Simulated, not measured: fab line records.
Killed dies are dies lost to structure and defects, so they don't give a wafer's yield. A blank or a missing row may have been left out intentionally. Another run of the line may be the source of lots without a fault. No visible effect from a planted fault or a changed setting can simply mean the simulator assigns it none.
fab line records ; flow ritCmos
record: lots: 5; wafers: 15; lastDay: 7
route steps=202 shown ACTIVE@2 M1@202
lots with no fault: from the same line, run without faults
startH: hours from the record's opening day to when the first of the lot's shown wafers began ; waitH: hours since the lot's step before ; " identical to the entry in the row above ; L1.1+2: one row covering several wafers at once ; - no value, or no start given ; * or withheld: withheld ; < > ~ a bound
route shown NAME@n: NAME is a module with steps in the file, n the number in the route of the first one ; usual: the fault-free wafers' mean and standard deviation ; same: alike in all rows ; chamber/n: place in a boat ; sites: readings site by site ; _std_site: standard deviation of those values ; _edge_site: the outer-site mean with the inner-site mean subtracted ; radiusMm: how far each site lies from the wafer's centre ; mask NAME#n: copy n ; behind: the most recent tool/chamber to have shaped the wafer ; hold: what put the lot on hold/how long, in hours/how the hold closed ; device: transistor that didn't switch, given as n, p or np ; end of line: tests of these same wafers at the route's end ; a step without rows: its recipe alone ; killed: the dies lost at the first sort to structure and to defects; this is not the yield of the wafer ; map: per-die view of a wafer (x killed, . not killed, _ where there is no die)
set.NAME: setting as actually run; set.NAME@STEP: the setting as run at that earlier step ; model.NAME: the simulator's own value behind a step, which no gauge read
a table for each step, a row for each wafer; lots at some steps of the route
services: a tool's chamber out of use, with start hour (startH, from the record's first day; less than 0 if before it), hours out, and reason
== steps ==
step: RIT_ACTIVE_OXIDATION_01
recipe: tempC: 1000; ambient: O2; targetThkA: 468; oxTimeS: 3513
step: RIT_ACTIVE_THK_MEAS_02
recipe: reads: SiO2_of_ACTIVE_OXIDATION_01
usual: ACTIVE_OXIDE_THK: 48.1/0.9
lot.wafer;tool;chamber;startH;waitH;ACTIVE_OXIDE_THK[nm]
L326.1;filmMetro-01;-;12.05;0.0;48.0
L326.2;filmMetro-01;-;12.05;0.0;48.6
L326.5;filmMetro-01;-;12.05;0.0;48.4
L333.2;filmMetro-01;-;47.06;0.0;49.9
L333.5;filmMetro-01;-;47.06;0.0;48.8
L333.6;filmMetro-01;-;47.06;0.0;49.5
L337.1;filmMetro-02;-;67.05;0.0;49.4
L337.2;filmMetro-02;-;67.05;0.0;49.6
L337.3;filmMetro-02;-;67.05;0.0;48.8
L341.1;filmMetro-01;-;87.05;0.0;47.1
L341.2;filmMetro-01;-;87.05;0.0;47.2
L341.6;filmMetro-01;-;87.05;0.0;47.2
L347.1;filmMetro-01;-;117.05;0.0;46.6
L347.3;filmMetro-01;-;117.05;0.0;47.0
L347.5;filmMetro-01;-;117.05;0.0;46.9
step: RIT_ACTIVE_CVD_03
recipe: material: Si3N4; targetThkNm: 150; tempC: 810; precursor: SiH2Cl2/NH3; timeS: 1500; pressureMtorr: 300; sih2cl2FlowSccm: 60; nh3FlowSccm: 150
step: RIT_ACTIVE_THK_MEAS_04
recipe: reads: Si3N4_of_ACTIVE_CVD_03
usual: ACTIVE_NITRIDE_THK: 150.1/1.3
lot.wafer;tool;chamber;startH;waitH;ACTIVE_NITRIDE_THK[nm]
L326.1;filmMetro-01;-;13.53;0.0;149.3
L326.2;filmMetro-01;-;13.53;0.0;149.4
L326.5;filmMetro-01;-;13.53;0.0;150.7
L333.2;filmMetro-01;-;49.25;0.0;149.6
L333.5;filmMetro-01;-;49.25;0.0;147.8
L333.6;filmMetro-01;-;49.25;0.0;150.1
L337.1;filmMetro-02;-;68.53;0.0;150.1
L337.2;filmMetro-02;-;68.53;0.0;149.9
L337.3;filmMetro-02;-;68.53;0.0;149.1
L341.1;filmMetro-02;-;88.53;0.0;149.8
L341.2;filmMetro-02;-;88.53;0.0;150.6
L341.6;filmMetro-02;-;88.53;0.0;149.3
L347.1;filmMetro-03;-;119.93;0.0;150.6
L347.3;filmMetro-03;-;119.93;0.0;150.1
L347.5;filmMetro-03;-;119.93;0.0;150.2
step: RIT_ACTIVE_HMDS_05
recipe: primeTimeS: 60; primeTempC: 140
step: RIT_ACTIVE_COAT_06
recipe: resist: NOVOLAK; spinRpm: 3250; resistThkNm: 1020
step: RIT_ACTIVE_SOFTBAKE_07
recipe: resist: NOVOLAK; tempC: 90; timeS: 60
step: RIT_ACTIVE_EXPOSE_08
recipe: maskId: M1; na: 0.6; sourceShape: conventional; sigmaOuter: 0.6; targetCdNm: 1400; doseMj: 225
step: RIT_ACTIVE_PEB_09
recipe: resist: NOVOLAK; tempC: withheld; timeS: withheld
step: RIT_ACTIVE_DEVELOP_10
recipe: resist: NOVOLAK; developTimeS: 50; devTempC: 23
step: RIT_ACTIVE_CD_MEAS_11
recipe: targetCdNm: 1400
usual: cdNm: 1400.2/2.4
lot.wafer;tool;chamber;startH;waitH;cdNm
L326.1;cdSem-01;-;14.56;-;1399.3
L326.2;cdSem-01;-;14.56;-;1396.5
L326.5;cdSem-01;-;14.56;-;1397.3
L333.2;cdSem-02;-;50.29;-;1397.7
L333.5;cdSem-02;-;50.29;-;1398.8
L333.6;cdSem-02;-;50.29;-;1395.8
L337.1;cdSem-02;-;69.44;-;1399.0
L337.2;cdSem-02;-;69.44;-;1397.1
L337.3;cdSem-02;-;69.44;-;1399.3
L341.1;cdSem-01;-;89.56;-;1401.3
L341.2;cdSem-01;-;89.56;-;1400.1
L341.6;cdSem-01;-;89.56;-;1399.1
L347.1;cdSem-02;-;120.84;-;1402.3
L347.3;cdSem-02;-;120.84;-;1402.0
L347.5;cdSem-02;-;120.84;-;1401.7
step: RIT_ACTIVE_HARDBAKE_12
recipe: resist: NOVOLAK; tempC: 140; timeS: 60
step: RIT_ACTIVE_ETCH_13
recipe: stopOn: SiO2; chemistry: SF6; target: Si3N4; timeS: 210; overEtchFrac: 0.4; SF6_flow_sccm: 200; pressureMtorr: 260; rfW: 125; targetDepthA: 2100
usual: drypumpMotorCurrentA: 5.7/0.51; oesProductAu: 0.824/0.015; rfFwdPowerW: 124.6/0.4; throttleValvePct: 7.50/0.066
lot.wafer;tool;chamber;startH;waitH;drypumpMotorCurrentA;oesProductAu;rfFwdPowerW;rfHoursCounterH;throttleValvePct;model.NOVOLAK_of_ACTIVE_COAT_06.thkNm
L326.1;rieDiel-01;2;14.83;0.1;5.8;0.820;124.2;28;7.51;673.9
L326.2;rieDiel-01;3;14.83;0.1;4.9;0.831;124.6;105;7.54;664.7
L326.5;rieDiel-01;3;14.83;0.1;4.9;0.829;124.2;-;7.54;666.3
L333.2;rieDiel-04;1;50.69;0.1;5.5;0.798;125.1;118;7.49;677.6
L333.5;rieDiel-04;2;50.69;0.1;6.6;0.806;124.6;-;7.51;673.3
L333.6;rieDiel-04;1;50.69;0.1;5.5;0.799;124.9;-;7.49;673.4
L337.1;rieDiel-04;3;69.90;0.1;5.4;0.815;124.8;25;7.48;673.3
L337.2;rieDiel-04;0;69.90;0.1;6.1;0.821;123.5;157;7.53;673.7
L337.3;rieDiel-04;2;69.90;0.1;6.6;0.821;105.1;103;7.51;709
L341.1;rieDiel-02;2;89.83;0.1;6.1;0.838;124.9;59;7.53;659.2
L341.2;rieDiel-02;0;89.83;0.1;4.8;0.841;124.7;15;7.44;674
L341.6;rieDiel-02;1;89.83;0.1;5.4;0.819;125.6;-;7.58;663
L347.1;rieDiel-01;3;121.11;0.1;4.9;0.838;124.4;108;7.53;662.6
L347.3;rieDiel-01;2;121.11;0.1;5.8;0.825;124.7;30;7.50;674.9
L347.5;rieDiel-01;1;121.11;0.1;5.9;0.834;124.0;-;7.49;669.7
step: RIT_ACTIVE_STRIP_14
recipe: chemistry: O2; timeS: 180; resist: NOVOLAK; platenTempC: withheld; powerW: 500; pressureMtorr: 4000; o2FlowSccm: 4000
usual: drypumpMotorCurrentA: 5.5/0.4; rfReflPowerW: 7.4/1.6
lot.wafer;tool;chamber;startH;waitH;drypumpMotorCurrentA;rfHoursCounterH;rfReflPowerW
L326.1;plasmaAsher-01;0;14.97;0.1;5.3;31;6.5
L326.2;plasmaAsher-01;1;14.97;0.1;5.2;31;9.6
L326.5;plasmaAsher-01;1;14.97;0.1;5.2;-;9.9
L333.2;plasmaAsher-02;0;50.83;0.1;5.2;42;4.6
L333.5;plasmaAsher-02;1;50.83;0.1;5.2;-;5.4
L333.6;plasmaAsher-02;0;50.83;0.1;5.2;-;4.4
L337.1;plasmaAsher-01;0;70.04;0.1;5.3;38;6.8
L337.2;plasmaAsher-01;1;70.04;0.1;5.2;38;9.6
L337.3;plasmaAsher-01;0;70.04;0.1;5.3;-;6.6
L341.1;plasmaAsher-02;0;89.97;0.1;5.2;47;4.5
L341.2;plasmaAsher-02;1;89.97;0.1;5.2;47;5.6
L341.6;plasmaAsher-02;0;89.97;0.1;5.2;-;4.4
L347.1;plasmaAsher-01;1;121.24;0.1;5.2;0;9.6
L347.3;plasmaAsher-01;1;121.24;0.1;5.2;-;9.7
L347.5;plasmaAsher-01;1;121.24;0.1;5.2;-;9.5
step: RIT_M1_PROBE_99
usual: killedAtContacts: 0.1/0.31; killedAtFrontEnd: 6.3/3; killedDies: 6.4/3; killedOpen: 3/1.9; killedShort: 3.4/1.9
same: grossDies: 264; killed_at_M0_to_M3: 0; killed_at_M4_up: 0; killedAtBackSide: 0; killedAtOther: 0
lot.wafer;tool;chamber;startH;waitH;killedAtContacts;killedAtFrontEnd;killedDies;killedOpen;killedShort
L326.1;prober-01;-;56.51;0.1;0;5;5;2;3
L326.2;prober-01;-;56.56;0.1;0;10;10;6;4
L326.5;prober-01;-;56.71;0.2;0;6;6;3;3
L333.2;prober-02;-;93.55;0.1;0;10;10;7;3
L333.5;prober-02;-;93.70;0.2;1;4;5;4;1
L333.6;prober-02;-;93.75;0.2;0;3;3;2;1
L337.1;prober-02;-;113.82;0.1;0;8;8;5;3
L337.2;prober-02;-;113.87;0.1;0;3;3;1;2
L337.3;prober-02;-;113.92;0.2;0;6;6;3;3
killed by level:class
L326.1 FOX1:geometricParticle:short=2 FOX2:geometricParticle:open=1 GATE:geometricParticle:short=1 GATE:geometricParticle:open=1
L326.2 GATE:geometricParticle:short=4 GATE:geometricParticle:open=4 REOX:geometricParticle:open=1 SILICIDE:geometricParticle:open=1
L326.5 GATE:geometricParticle:open=2 SILICIDE:geometricParticle:short=2 REOX:geometricParticle:short=1 SPACER:geometricParticle:open=1
L333.2 GATE:geometricParticle:open=4 GATE:geometricParticle:short=2 FOX1:geometricParticle:open=1 REOX:geometricParticle:open=1 REOX:geometricParticle:short=1 SPACER:geometricParticle:open=1
L333.5 GATE:geometricParticle:open=1 REOX:geometricParticle:open=1 SPACER:geometricParticle:open=1 SPACER:geometricParticle:short=1 CONTACT:geometricParticle:open=1
L333.6 FOX1:geometricParticle:open=1 GATE:geometricParticle:open=1 SPACER:geometricParticle:short=1
L337.1 GATE:geometricParticle:open=3 FOX1:geometricParticle:open=2 GATE:geometricParticle:short=1 SPACER:geometricParticle:short=1 SILICIDE:geometricParticle:short=1
L337.2 GATE:geometricParticle:short=2 GATE:geometricParticle:open=1
L337.3 GATE:geometricParticle:open=2 GATE:geometricParticle:short=2 FOX1:geometricParticle:open=1 SILICIDE:geometricParticle:short=1
== services ==
tool;chamber;startH;hours;kind
plasmaAsher-02;-;23.58;2.8;pm
rieDiel-02;-;41.06;2.5;repair
rieDiel-04;0;48.14;1.9;repair
plasmaAsher-02;-;77.73;3.1;repair
rieDiel-01;2;82.59;5.1;repair
rieDiel-04;0;85.20;5.6;repair
plasmaAsher-01;-;98.54;2.8;pm
rieDiel-04;0;104.63;-;clean
rieDiel-04;0;104.63;23.6;scheduledDown
rieDiel-04;0;104.63;23.6;ventCycle
plasmaAsher-01;-;108.75;9.0;pm
plasmaAsher-01;0;108.75;9.5;ventCycle
plasmaAsher-01;1;108.75;9.5;ventCycle
plasmaAsher-01;-;109.09;9.1;repair
rieDiel-04;1;115.23;7.2;repair
plasmaAsher-01;0;117.75;-;clean
plasmaAsher-01;1;117.75;-;clean
== key ==
firstSign: step: RIT_ACTIVE_ETCH_13; reading: rfFwdPowerW; direction: down; sigmas: 49; usual: 124.6; struck: 105.1
effect none on later readings
modelEffect: step: RIT_ACTIVE_ETCH_13; value: NOVOLAK_of_ACTIVE_COAT_06.thkNm; without: 673; struck: 709
metAt RIT_ACTIVE_ETCH_13
struckWafers L337.3
testerLeftOut L337
onsetBetween 50.69 69.90
fault: kind: processParameterDrift; tool: rieDiel-04; chamber: 2; onsetH: 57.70; steps: RIT_ACTIVE_ETCH_13; channel: rfW; offset: -20; shape: step; endH: 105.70; actsIn: theseRecipesOnly; stated: 125
testerLeftOut: of these lots the tester's yield and bins aren't shown, on N5 and GAA mostly nor the transistor test; their killed dies are dies lost to structure and defects alone, not to doping, threshold or leakage, so they don't give the yield
